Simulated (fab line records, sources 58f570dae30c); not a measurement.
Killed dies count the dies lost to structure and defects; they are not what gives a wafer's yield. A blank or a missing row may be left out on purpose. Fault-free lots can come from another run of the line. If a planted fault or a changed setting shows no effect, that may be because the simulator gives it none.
Which tool did it? + flow berkeley-cmos170 + Sampling: 13 lots, 39 wafers, 5 of 331 route steps

## WHAT THE GAUGES SHOWED, per wafer
UCB170_ACTIVE_CD_MEAS_13: target cd 1200 nm.
| lot  | measured    | on        | cd-nm (nm)                                |
|------|-------------|-----------|-------------------------------------------|
| L506 | day 3 21:22 | cd-sem-01 | 1199.0 1199.6 1199.8                      |
| L509 | day 4 19:45 | cd-sem-01 | 1198.4 1199.0 1199.8                      |
| L508 | day 4 20:08 | cd-sem-01 | 1196.7 1196.9 1199.2                      |
| L512 | day 5 08:31 | cd-sem-01 | 1285.8 1284.1 1284.2 1285.5 1284.2 1284.9 |
| L515 | day 5 15:31 | cd-sem-01 | 1198.9 1200.5 1200.6                      |
| L520 | day 6 18:51 | cd-sem-02 | 1201.9 1202.7 1203.2                      |
| L521 | day 7 06:28 | cd-sem-02 | 1199.8 1199.5 1198.9                      |
| L522 | day 7 14:18 | cd-sem-01 | 1200.1 1201.6 1199.3                      |
| L524 | day 7 23:17 | cd-sem-01 | 1197.4 1198.4 1198.5                      |
| L525 | day 7 23:33 | cd-sem-02 | 1198.6 1198.7 1198.9                      |
| L527 | day 8 10:10 | cd-sem-01 | 1203.4 1201.0 1202.1                      |
| L526 | day 8 10:28 | cd-sem-02 | 1198.4 1200.6 1200.2                      |
| L529 | day 9 07:37 | cd-sem-01 | 1199.8 1200.1 1202.0                      |

UCB170_ACTIVE_OVL_MEAS_14.
| lot  | measured    | on         | ACTIVE_OVL (nm) |
|------|-------------|------------|-----------------|
| L506 | day 3 21:29 | overlay-02 | 6 -3 3          |
| L509 | day 4 19:52 | overlay-01 | -6 -3 -10       |
| L508 | day 4 20:16 | overlay-01 | -1 7 -6         |
| L515 | day 5 15:38 | overlay-02 | 9 9 -1          |
| L520 | day 6 18:58 | overlay-01 | -3 4 -10        |
| L521 | day 7 06:35 | overlay-01 | 0 0 -3          |
| L522 | day 7 14:24 | overlay-02 | 1 3 -2          |
| L524 | day 7 23:23 | overlay-01 | 5 -6 6          |
| L525 | day 7 23:38 | overlay-01 | 9 -1 12         |
| L527 | day 8 10:16 | overlay-02 | 2 3 6           |
| L526 | day 8 10:34 | overlay-02 | -11 -16 -1      |
| L529 | day 9 07:44 | overlay-01 | 4 0 -4          |

UCB170_GATE_CD_MEAS_90: target cd 350 nm.
| lot  | measured     | on        | cd-nm (nm)        |
|------|--------------|-----------|-------------------|
| L506 | day 5 15:08  | cd-sem-02 | 350.1 348.4 349.7 |
| L509 | day 6 15:40  | cd-sem-01 | 346.9 347.5 346.8 |
| L508 | day 6 15:56  | cd-sem-01 | 351.3 351.6 351.2 |
| L515 | day 7 16:14  | cd-sem-02 | 347.8 348.0 348.7 |
| L520 | day 8 18:45  | cd-sem-02 | 347.5 348.3 348.9 |
| L521 | day 9 09:16  | cd-sem-01 | 350.2 349.3 350.3 |
| L522 | day 9 17:17  | cd-sem-02 | 350.2 349.5 351.2 |
| L524 | day 9 21:10  | cd-sem-02 | 352.3 351.5 351.7 |
| L525 | day 9 21:23  | cd-sem-01 | 349.2 348.8 349.3 |
| L527 | day 10 06:44 | cd-sem-01 | 351.3 349.5 350.8 |
| L526 | day 10 06:40 | cd-sem-02 | 350.6 349.1 350.7 |
| L529 | day 11 09:35 | cd-sem-01 | 350.1 351.0 349.9 |

UCB170_PLDD_OVL_MEAS_07.
| lot  | measured     | on         | PLDD_OVL (nm) |
|------|--------------|------------|---------------|
| L506 | day 5 17:11  | overlay-01 | 6 10 9        |
| L509 | day 6 16:55  | overlay-02 | 1 3 -8        |
| L508 | day 6 17:26  | overlay-01 | 7 6 8         |
| L515 | day 7 17:30  | overlay-02 | -1 5 -5       |
| L520 | day 8 20:16  | overlay-02 | 2 -1 4        |
| L521 | day 9 10:49  | overlay-01 | 2 4 8         |
| L522 | day 9 19:30  | overlay-02 | 10 8 5        |
| L524 | day 9 22:58  | overlay-02 | -3 -14 -9     |
| L525 | day 9 23:15  | overlay-02 | -7 3 1        |
| L527 | day 10 08:28 | overlay-01 | 0 4 1         |
| L526 | day 10 08:11 | overlay-02 | -3 0 -3       |
| L529 | day 11 11:46 | overlay-02 | -2 -4 -4      |

## WHICH TOOL RAN EACH LOT (tool, then ch and the chambers of the sampled wafers, then the start)
| lot  | UCB170_ACTIVE_EXPOSE_10          |
|------|----------------------------------|
| L506 | krf-scanner-02 ch 0, day 3 20:58 |
| L509 | krf-scanner-01 ch 0, day 4 19:22 |
| L508 | krf-scanner-02 ch 0, day 4 19:36 |
| L512 | krf-scanner-02 ch 0, day 5 07:55 |
| L515 | krf-scanner-01 ch 0, day 5 14:45 |
| L520 | krf-scanner-02 ch 0, day 6 18:24 |
| L521 | krf-scanner-01 ch 0, day 7 06:05 |
| L522 | krf-scanner-01 ch 0, day 7 13:54 |
| L524 | krf-scanner-02 ch 0, day 7 22:54 |
| L525 | krf-scanner-01 ch 0, day 7 23:10 |
| L527 | krf-scanner-01 ch 0, day 8 09:46 |
| L526 | krf-scanner-02 ch 0, day 8 10:03 |
| L529 | krf-scanner-02 ch 0, day 9 07:12 |
- UCB170_ACTIVE_EXPOSE_10: exposes mask ACTIVE, target cd 1200 nm.

## WHAT THE TOOLS THEMSELVES READ (means of the sampled wafers that have a number; where no wafer has one, the mark that the record gives instead)
The record holds no such reading with a usual standard deviation.

## THE ANSWER, worked out from the rows above alone
Rule: the lots themselves supply what counts as usual. The widest of any qualifying gaps counts: lots, ordered by their means at a reading, are off when they make up no more than a third of the lots, leave a main group of 4 or more, and stand apart from it by 3 or more times the standard deviation of that group's means. A main group whose means are all the same, to the digits that the tables above print for the reading, isn't used. A lot without any number at a reading at which 4 lots or more have one is off too. Any other lot the step has rows for is counted as sound. The gauges are gone through in route order, then the tools' own readings, and for those a lot's mean is taken as printed above. At the first step where some lot is off, the reading lying furthest off is the one used; lots without a number count as furthest.
Off: L512 (UCB170_ACTIVE_CD_MEAS_13, cd-nm). For the main group the mean is 1199.8 nm and the standard deviation 1.4.
If a tool, at a process step before that reading, ran all the lots that are off and no sound lot after the first of them, it fits. Those tools and the gauges at UCB170_ACTIVE_CD_MEAS_13 are tried in the same way. None of those tried fits.

## WHAT WAS PUT IN BY THE SIMULATOR
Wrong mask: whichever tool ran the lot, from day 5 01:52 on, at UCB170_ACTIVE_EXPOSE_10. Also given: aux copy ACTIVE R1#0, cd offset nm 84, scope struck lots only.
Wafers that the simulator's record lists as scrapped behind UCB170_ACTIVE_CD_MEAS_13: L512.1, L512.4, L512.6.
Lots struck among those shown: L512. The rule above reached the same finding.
